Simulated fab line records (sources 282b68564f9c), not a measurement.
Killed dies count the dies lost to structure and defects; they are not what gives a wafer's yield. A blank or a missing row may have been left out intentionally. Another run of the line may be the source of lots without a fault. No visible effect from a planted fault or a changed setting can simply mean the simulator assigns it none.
8D (eight disciplines) problem report, filled in by code | flow rit cmos | the parts of the form that need people (team, actions taken, sign-off) are left out

1. PROBLEM STATEMENT
Mean of killed at front end at RIT_M1_PROBE_99: 122.8 across 6 wafers in 2 lots; on wafers with no fault it is 7.0 (standard deviation 2.9). That puts it +40 standard deviations away from the usual mean.
First observed at day 6 19:27: wafer L498.1, on prober-01. At this step, 30 wafers from 10 lots have a number in the record. The rule behind "out" and "out of limits": a value lying over 4 standard deviations away from the usual mean. All remaining wafers that have a number are taken as sound.

2. WHAT IT IS, AND WHAT IT ISN'T
question                    | is                                              | is not
which readings at this step | killed at front end, killed dies, killed on rim | killed at contacts, killed open
which lots                  | L498, L499                                      | L483, L484, L486, L491, L494, L501, L503, L505
which wafers of those lots  | all that have a number                          | -
read on which tools         | prober-01, prober-02                            | -
when                        | from day 6 19:27                                | up to then (15 sound wafers); but 9 sound wafers of L501, L503, L505 came after

3. SUSPECTS, AND WHAT RULES EACH OUT
Counting: a tool at a process step up to the reading stays a suspect if it ran every lot that is out and no sound lot after the first of them.
- furnace-04 at RIT_GATE_OXIDATION_05 (target thk 3 nm, ox time 274.8 s): kept. It ran every lot that is out, first L498 (day 5 17:48), and no sound lot after that; its last sound lot up to then is L494 (day 4 23:21).
After counting, what remains is furnace-04 at RIT_GATE_OXIDATION_05.

4. THE CAUSE (what the simulator had put in)
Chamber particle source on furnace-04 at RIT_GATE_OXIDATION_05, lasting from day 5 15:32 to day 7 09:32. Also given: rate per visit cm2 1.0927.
This tool alone remained once counting was done.

5. SEQUENCE OF EFFECTS, ordered by route
One row per reading whose mean, taken over the struck wafers that have a number, lies over 3 standard deviations from the usual. Scope: only readings with a usual standard deviation given in the record; hours: median across lots of the time from each lot's start at the first step in this table that gives one to its start at this step; sigmas: change in usual standard deviations.
hours | step            | reading             | usual | on struck wafers | change | sigmas
0     | RIT_M1_PROBE_99 | killed at front end | 7.0   | 122.8            | +115.8 | +40
0     | RIT_M1_PROBE_99 | killed dies         | 7.0   | 122.8            | +115.8 | +40
0     | RIT_M1_PROBE_99 | killed on rim       | 1.8   | 32.0             | +30.2  | +22
Its process steps:
- RIT_M1_PROBE_99

6. HOW IT WOULD HAVE BEEN CAUGHT EARLIER
28 hours passed between the start of the fault at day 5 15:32 and the first reading out of limits in this record, taken at day 6 19:27.
An alarm limit of 4 standard deviations would not have fired on the tool readings at RIT_GATE_OXIDATION_05 for which the record gives a usual standard deviation, since none of them was out on any struck wafer.
By day 6 19:27, every lot that is out (2) had started RIT_GATE_OXIDATION_05 on furnace-04. Holding the tool at that point would not have protected any of them.
